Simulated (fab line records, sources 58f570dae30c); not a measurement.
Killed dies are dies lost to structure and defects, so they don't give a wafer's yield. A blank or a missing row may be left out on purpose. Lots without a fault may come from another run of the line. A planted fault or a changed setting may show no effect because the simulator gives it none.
Which tool did it? | flow berkeley_cmos170 | 14 lots, 42 wafers sampled, at 3 steps of a route of 331

WHAT THE GAUGES READ, wafer by wafer
UCB170_SILICIDE_RS_MEAS_02: measures by four-point-probe.
lot  | measured     | on            | SILICIDE_TI_RS (ohm/sq)
L763 | day 7 02:22  | film_metro-01 | 26.6 26.3 26.2
L762 | day 7 02:38  | film_metro-04 | 26.1 25.9 25.8
L764 | day 7 06:50  | film_metro-01 | 25.9 26.0 25.9
L766 | day 7 15:00  | film_metro-02 | 26.2 26.4 25.9
L767 | day 7 23:54  | film_metro-01 | 28.6 28.5 28.1 28.8 28.8 28.4
L768 | day 8 00:24  | film_metro-02 | 26.0 25.9 26.2
L770 | day 8 18:10  | film_metro-04 | 27.6 27.9 27.2 27.9 28.1 27.5
L772 | day 8 23:56  | film_metro-01 | 25.7 25.8 25.9
L777 | day 9 18:20  | film_metro-02 | 25.5 26.0 25.8
L778 | day 10 10:54 | film_metro-01 | 26.3 25.6 25.8
L780 | day 10 16:56 | film_metro-02 | 26.4 26.1 26.5
L779 | day 10 17:29 | film_metro-01 | 26.4 26.7 26.2
L782 | day 10 19:35 | film_metro-02 | 25.4 25.6 25.4
L784 | day 11 05:43 | film_metro-02 | 26.0 26.2 25.7

UCB170_SILICIDE_THK_MEAS_03: measures by xrf.
lot  | measured     | on            | SILICIDE_TI_THK (nm)
L763 | day 7 02:29  | film_metro-01 | 30.3 30.6 30.6
L762 | day 7 02:45  | film_metro-04 | 31.3 31.3 31.4
L764 | day 7 06:57  | film_metro-01 | 30.9 31.0 31.0
L766 | day 7 15:07  | film_metro-02 | 30.9 30.5 31.2
L767 | day 8 10:33  | film_metro-01 | 28.5 28.5 29.0 28.5 28.6 29.0
L768 | day 8 00:31  | film_metro-02 | 30.9 30.8 30.6
L770 | day 8 20:13  | film_metro-04 | 29.5 29.2 29.9 29.6 29.3 30.1
L772 | day 9 00:03  | film_metro-01 | 31.2 31.4 31.1
L777 | day 9 18:27  | film_metro-02 | 31.3 31.0 31.0
L778 | day 10 11:01 | film_metro-01 | 30.5 31.3 31.0
L780 | day 10 17:03 | film_metro-02 | 30.4 30.8 30.3
L779 | day 10 17:35 | film_metro-01 | 30.5 30.1 30.6
L782 | day 10 19:41 | film_metro-02 | 31.5 31.4 31.4
L784 | day 11 05:50 | film_metro-02 | 30.8 30.6 31.1

WHICH TOOL RAN EACH LOT (tool, then ch and the chambers of the sampled wafers, then the start)
lot  | UCB170_SILICIDE_SPUTTER_01
L763 | pvd_sputter-01, day 7 02:20
L762 | pvd_sputter-03, day 7 02:35
L764 | pvd_sputter-02, day 7 06:48
L766 | pvd_sputter-01, day 7 14:57
L767 | pvd_sputter-01, day 7 23:51
L768 | pvd_sputter-03, day 8 00:21
L770 | pvd_sputter-01, day 8 18:08
L772 | pvd_sputter-03, day 8 23:53
L777 | pvd_sputter-02, day 9 18:17
L778 | pvd_sputter-02, day 10 10:52
L780 | pvd_sputter-03, day 10 16:54
L779 | pvd_sputter-02, day 10 17:24
L782 | pvd_sputter-02, day 10 19:31
L784 | pvd_sputter-01, day 11 05:41
- UCB170_SILICIDE_SPUTTER_01: material Ti, target thk 30 nm, time 25 s.

WHAT THE TOOLS THEMSELVES READ (means of the sampled wafers that have a number; where no wafer has one, the mark that the record gives instead)
UCB170_SILICIDE_SPUTTER_01.
lot  | tool           | throttle_valve_pct (%)
L763 | pvd_sputter-01 | 30.0
L762 | pvd_sputter-03 | 31.1
L764 | pvd_sputter-02 | 30.0
L766 | pvd_sputter-01 | 30.0
L767 | pvd_sputter-01 | 30.0
L768 | pvd_sputter-03 | 30.9
L770 | pvd_sputter-01 | 30.5
L772 | pvd_sputter-03 | 30.7
L777 | pvd_sputter-02 | 30.3
L778 | pvd_sputter-02 | 30.1
L780 | pvd_sputter-03 | 30.5
L779 | pvd_sputter-02 | 30.3
L782 | pvd_sputter-02 | 30.1
L784 | pvd_sputter-01 | 30.3

THE ANSWER, worked out from the rows above alone
Rule: what is usual is taken from the lots themselves. Put in order of their means at a reading, lots are off if they are a third of the lots or fewer, leave a main group of 4 or more, and stand apart from it by a gap of 3 or more times the standard deviation of the main group's means; of several such gaps the widest counts. A main group whose means are all the same, to the digits that the tables above print for the reading, isn't used. A lot without any number at a reading at which 4 lots or more have one is off too. The other lots that the step has rows for count as sound. The gauges are gone through in route order, then the tools' own readings, and for those a lot's mean is taken as printed above. The first step at which some lot is off is used, and at that step the reading that is off furthest; a lot without a number counts as furthest.
Off: L767, L770, at UCB170_SILICIDE_RS_MEAS_02 (SILICIDE_TI_RS). The main group: mean 26.0 ohm/sq, standard deviation 0.27.
A tool fits if, at a process step before that reading, it ran every lot that is off, and no sound lot after the first of them. The gauges at UCB170_SILICIDE_RS_MEAS_02 are tried like those tools. None of those tried fits.

WHAT THE SIMULATOR HAD PUT IN
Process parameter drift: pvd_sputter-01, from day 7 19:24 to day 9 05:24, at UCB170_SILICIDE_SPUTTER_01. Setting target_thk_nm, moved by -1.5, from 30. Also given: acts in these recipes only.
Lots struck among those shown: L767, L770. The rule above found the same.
